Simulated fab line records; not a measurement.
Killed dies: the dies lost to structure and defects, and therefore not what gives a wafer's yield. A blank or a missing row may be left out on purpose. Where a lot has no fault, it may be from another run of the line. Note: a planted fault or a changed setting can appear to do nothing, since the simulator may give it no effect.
Comparing a struck lot with a sound one :: flow rit-cmos :: 13 steps out of a route of 202
Sound: these wafers, L686.2, L686.3, L686.4. Wafers L673.2, L673.4, L673.6 were the ones struck. The cause is given at the end.
At each step with rows: each side's tool, then ch and its chambers, then its first start. Under that, the readings that differ: sound wafers :: struck wafers :: difference of the means :: sigmas: that difference in standard deviations of wafers without a fault.
alike: words and numbers the same on both sides, and readings whose means are apart by under 2 such deviations; not compared: readings that were withheld, readings missing a value for some wafer, numbers with overlapping values and no deviation given by the record, and bounds like >300 which may hide the same value.
Wherever a step has rows on one side only, a row that says differs or no value, or a row with sigmas, the two part there. Non-overlapping numbers with no deviation appear without sigmas and do not part them. A reading missing from all wafers of one side parts the sides only when that side holds two or more wafers.

first, 2 steps without rows for these wafers: RIT_PLDD_PEB_04; RIT_PLDD_DEVELOP_05 (develop time 49.22 s).
RIT_PLDD_OVL_MEAS_06:
  sound on overlay-01 at day 6 13:05; struck on overlay-02 at day 3 19:41
  alike: PLDD_OVL
then, 2 steps without rows for these wafers: RIT_PLDD_HARDBAKE_07 (time 60 s); RIT_PLDD_IMPLANT_08.
RIT_PLDD_STRIP_09: strips in O2, time 180 s.
  sound on plasma-asher-02 ch 0,1, day 6 13:25; struck on plasma-asher-01 ch 0,1, day 3 20:01
  alike: drypump-motor-current-A
  not compared: rf-hours-counter-h
RIT_PLDD_TW_MEAS_10:
  sound on film-metro-03 at day 6 13:37; struck on film-metro-03 at day 3 20:13
  alike: PLDD_TW
then, 4 steps without rows for these wafers: RIT_SPACER_CLEAN_00 (cleans in SC1, time 600 s); RIT_SPACER_CLEAN_01 (cleans in dHF, time 30 s); RIT_SPACER_CLEAN_02 (cleans in SC2, time 600 s); RIT_SPACER_CVD_03 (deposits Si3N4 from SiH2Cl2/NH3, target thk 250 nm, time 3300 s).
RIT_SPACER_THK_MEAS_04:
  sound on film-metro-04 at day 6 15:58; struck on film-metro-02 at day 3 22:55
  alike: SPACER_NITRIDE_THK
RIT_SPACER_ETCHBACK_05: etches Si3N4 in SF6/CHF3, stops on SiO2, target depth 250 nm, time 229.5 s.
  sound on rie-diel-04 ch 0,1,3, day 6 16:01; struck on rie-diel-01 ch 0,3, day 3 22:58
  no value came back on the struck wafers for any of 6 readings (CHF3_flow_sccm (sccm), SF6_flow_sccm (sccm) and others); on the sound wafers CHF3_flow_sccm (sccm) reads 29.91 29.99 30.02
reading: model.poly-Si_of_GATE_CVD_08.thk-nm (nm)
sound: 169.4 164.7 167
struck: 234 234.1 236.1
difference: +68
sigmas: 

reading: model.Si3N4_of_SPACER_CVD_03.thk-nm (nm)
sound: 197.3 196.7 198
struck: 247.9 248 247.1
difference: +50.3
sigmas: 

reading: model.SiO2_of_FOX2_OXIDATION_00.thk-nm (nm)
sound: 185.7 180.2 179.4
struck: 237.3 242.8 241.2
difference: +58.7
sigmas: 

WHERE THEY PART
Only at RIT_SPACER_ETCHBACK_05, within this record.

WHY: what the simulator had put in
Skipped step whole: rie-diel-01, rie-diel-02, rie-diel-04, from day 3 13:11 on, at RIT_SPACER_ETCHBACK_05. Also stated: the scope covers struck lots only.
